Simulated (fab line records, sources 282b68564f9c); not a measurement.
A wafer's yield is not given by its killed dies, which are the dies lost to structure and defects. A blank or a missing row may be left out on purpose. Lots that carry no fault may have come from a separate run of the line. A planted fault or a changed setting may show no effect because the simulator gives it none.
fab line records    flow rit-cmos
[record] lots = 14  wafers = 42  last-day = 7
route steps=202 shown PLDD@116
lots untouched by any fault: they come from a run of this same line in which no faults occurred
start-h: hours from the record's first day to the start of the lot's first wafer shown    wait-h: how many hours have passed since the lot's step before this one    " identical to the entry in the row above    L1.1+2: a single row standing in for several wafers    - no value, or no start given    * or withheld: withheld    < > ~ a bound
route shown NAME@n: NAME is a module with steps in the file, n the number in the route of the first one    usual: mean/standard deviation of fault-free wafers    same: alike in all rows    chamber/n: place in a boat    sites: readings site by site    _std_site: standard deviation across them    _edge_site: inner sites' mean taken away from outer sites' mean    radius-mm: for every site, how far away it sits from the centre of the wafer    mask NAME#n: copy n    behind: the tool/chamber that last shaped the wafer    hold: cause of the lot's hold/its duration in hours/its outcome    device: which transistor (n, p or np) failed to switch    end of line: the route-end tests of the same wafers    step lacking rows: just its recipe    killed: count of dies lost to structure and defects at first sort (not the wafer's yield)    map: a wafer's dies, x killed, . not, _ none there
set.NAME: setting as actually run; set.NAME@STEP: the setting as run at that earlier step    model.NAME: the simulator's own value behind a step, which no gauge read
route steps across a sampled set of lots; one table per step, one row per wafer
[[steps]]
[step RIT_PLDD_SOFTBAKE_02]
[recipe] resist = NOVOLAK  temp-c = 90  time-s = 60
[usual] heater-power-total-W = 34.56/0.051  plate-temp-C = 89.98/0.13
lot.wafer  tool            chamber  start-h  wait-h  heater-power-total-W  plate-temp-C
L277.2     litho-track-01  0        44.19    0.1     34.57                 90.05
L277.3     "               0        "        "       34.55                 89.96
L277.6     "               0        "        "       34.46                 90.08
L279.1     litho-track-02  0        60.06    0.1     34.62                 90.06
L279.2     "               0        "        "       34.56                 89.76
L279.3     "               0        "        "       34.58                 90.10
L280.2     litho-track-02  0        61.62    0.1     34.50                 90.17
L280.3     "               0        "        "       34.64                 90.26
L280.5     "               0        "        "       34.65                 90.12
L283.3     litho-track-01  0        80.99    0.1     34.59                 90.04
L283.4     "               0        "        "       34.64                 89.83
L283.6     "               0        "        "       34.57                 90.02
L284.2     litho-track-01  0        82.97    0.1     34.47                 90.01
L284.5     "               0        "        "       34.56                 89.93
L284.6     "               0        "        "       34.61                 89.79
L286.4     litho-track-01  0        92.65    0.1     34.55                 89.97
L286.5     "               0        "        "       34.54                 89.97
L286.6     "               0        "        "       34.58                 89.94
L288.1     litho-track-01  0        101.27   0.1     34.22                 89.12
L288.2     "               0        "        "       34.17                 89.07
L288.5     "               0        "        "       34.10                 89.03
L291.3     litho-track-03  0        112.93   0.1     34.57                 90.13
L291.5     "               0        "        "       34.50                 90.10
L291.6     "               0        "        "       34.58                 90.20
L292.2     litho-track-01  0        116.51   0.1     34.26                 89.02
L292.3     "               0        "        "       34.21                 89.33
L292.6     "               0        "        "       34.19                 89.19
L295.2     litho-track-03  0        134.11   0.1     34.53                 90.01
L295.3     "               0        "        "       34.53                 89.85
L295.5     "               0        "        "       34.49                 89.93
L296.1     litho-track-02  0        137.82   0.1     34.57                 89.85
L296.3     "               0        "        "       34.58                 90.04
L296.6     "               0        "        "       34.57                 89.87
L297.3     litho-track-03  0        143.21   0.1     34.58                 89.96
L297.5     "               0        "        "       34.54                 89.80
L297.6     "               0        "        "       34.45                 89.72
L298.4     litho-track-03  0        148.58   0.1     34.63                 89.76
L298.5     "               0        "        "       34.60                 89.83
L298.6     "               0        "        "       34.52                 89.94
L299.1     litho-track-03  0        153.53   0.1     34.52                 90.01
L299.3     "               0        "        "       34.54                 90.05
L299.6     "               0        "        "       34.54                 90.22
[[key]]
[first-sign] step = RIT_PLDD_SOFTBAKE_02  reading = heater-power-total-W  direction = down  sigmas = 7.3  usual = 34.56  struck = 34.19
[effect] step = RIT_PLDD_SOFTBAKE_02  reading = plate-temp-C  direction = down  sigmas = 6.6  usual = *  struck = *
met-at RIT_PLDD_SOFTBAKE_02
struck-lots L288,L292
tester-left-out L288,L292
onset-between 92.65 101.27
[fault] kind = process-parameter-drift  tool = litho-track-01  chamber = -  onset-h = 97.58  steps = RIT_PLDD_SOFTBAKE_02  channel = temp-c  offset = *  shape = step  end-h = 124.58  acts-in = *  stated = *
// tester-left-out: of these lots the tester's yield and bins aren't shown, on N5 and GAA mostly nor the transistor test; their killed dies are dies lost to structure and defects alone, not to doping, threshold or leakage, so they don't give the yield
